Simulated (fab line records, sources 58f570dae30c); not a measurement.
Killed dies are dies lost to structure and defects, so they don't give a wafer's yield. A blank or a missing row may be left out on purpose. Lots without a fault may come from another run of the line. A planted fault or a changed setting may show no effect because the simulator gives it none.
Split-lot experiment | flow berkeley_cmos170 | 5 lots, 23 wafers read, on a route of 331 steps

THE SPLIT
At UCB170_FIELD_OXIDATION_01 (target thk 558.3 nm, ox time 7200 s), the setting temp_c was moved away from the recipe's 1000 C on 15 of the 23 wafers read, by -2.1% to +1.5%. The other wafers ran this setting at the recipe's value.

FROM THE SPLIT TO THE READING: what the file shows between them, 10 steps
- UCB170_FIELD_THK_MEAS_02
- UCB170_FIELD_ANNEAL_03: time 1200 s
- UCB170_FIELD_WET_ETCH_04: etches SiO2 in dHF, time 60 s
- UCB170_FIELD_WET_ETCH_05: etches Si3N4 in H3PO4, time 12600 s
- UCB170_FIELD_WET_ETCH_06: etches SiO2 in BOE, time 22 s
- UCB170_FIELD_THK_MEAS_90
- UCB170_SCREENOX_OXIDATION_01: target thk 14.4 nm, ox time 2400 s (also split here: ox_time_s)
- UCB170_NVT_IMPLANT_07 (also split here: tilt_deg)
- UCB170_NVT_STRIP_08: strips in O2
- UCB170_GATE_WET_ETCH_00: etches SiO2 in dHF, time 200 s

THE READING
FIELD_OXIDE_LEFT_2_THK, in nm, at UCB170_FIELD_THK_MEAS_91. Fault-free wafers of this fab line usually give 362 nm, standard deviation 11 nm.

wafer  | tool, chamber at the split | temp_c as run, C | against the recipe | FIELD_OXIDE_LEFT_2_THK, nm | against lot-mates on the recipe
L074.2 | -, -                       | 1015             | +1.5%              | 408                        | no lot-mate on the recipe
L074.3 | -, -                       | 1015             | +1.5%              | 414                        | no lot-mate on the recipe
L074.4 | -, -                       | 1015             | +1.5%              | 410                        | no lot-mate on the recipe
L074.5 | -, -                       | 1015             | +1.5%              | 405                        | no lot-mate on the recipe
L074.6 | -, -                       | 1015             | +1.5%              | 412                        | no lot-mate on the recipe
L078.1 | -, -                       | 1012             | +1.2%              | 388                        | no lot-mate on the recipe
L078.3 | -, -                       | 1012             | +1.2%              | 396                        | no lot-mate on the recipe
L078.4 | -, -                       | 1012             | +1.2%              | 395                        | no lot-mate on the recipe
L078.5 | -, -                       | 1012             | +1.2%              | 389                        | no lot-mate on the recipe
L078.6 | -, -                       | 1012             | +1.2%              | 386                        | no lot-mate on the recipe
L081.1 | furnace-04, 0              | 1000             | recipe             | 373                        | -
L081.3 | furnace-04, 0              | 1000             | recipe             | 364                        | -
L081.4 | furnace-04, 0              | 1000             | recipe             | 351                        | -
L084.1 | -, -                       | 979              | -2.1%              | 301                        | no lot-mate on the recipe
L084.2 | -, -                       | 979              | -2.1%              | 307                        | no lot-mate on the recipe
L084.3 | -, -                       | 979              | -2.1%              | 308                        | no lot-mate on the recipe
L084.5 | -, -                       | 979              | -2.1%              | 309                        | no lot-mate on the recipe
L084.6 | -, -                       | 979              | -2.1%              | 308                        | no lot-mate on the recipe
L085.1 | -, -                       | 1000             | recipe             | 375                        | -
L085.3 | -, -                       | 1000             | recipe             | 371                        | -
L085.4 | -, -                       | 1000             | recipe             | 367                        | -
L085.5 | -, -                       | 1000             | recipe             | 382                        | -
L085.6 | -, -                       | 1000             | recipe             | 378                        | -

THE FIT
A straight line over all 23 wafers: FIELD_OXIDE_LEFT_2_THK changes by +27.2 nm for each +1% of temp_c; r = +0.98; the points scatter about the line by 8 nm.
Too few moved wafers have a lot-mate on the recipe to fit a line with each lot's own level taken away.

THE WHOLE CHAIN: every reading that the file lists as answering this split, in the file's order
step                      | what it does                        | reading                                                                            | change (the file's fit)              | r (the file's)
UCB170_FIELD_OXIDATION_01 | target thk 558.3 nm, ox time 7200 s | SiO2_of_FIELD_OXIDATION_01.thk_nm (the simulator's own value, which no gauge read) | +25.6 nm for each +1% of the setting | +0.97
UCB170_FIELD_THK_MEAS_02  |                                     | FIELD_OXIDE_THK                                                                    | +25.6 for each +1% of the setting    | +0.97
UCB170_FIELD_THK_MEAS_90  |                                     | FIELD_OXIDE_LEFT_1_THK                                                             | +25.9 for each +1% of the setting    | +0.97
UCB170_FIELD_THK_MEAS_91  |                                     | FIELD_OXIDE_LEFT_2_THK                                                             | +27.2 for each +1% of the setting    | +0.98

THE FILE'S OWN FIT
FIELD_OXIDE_LEFT_2_THK changes by +27.2 nm for each +1% of temp_c, r = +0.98.
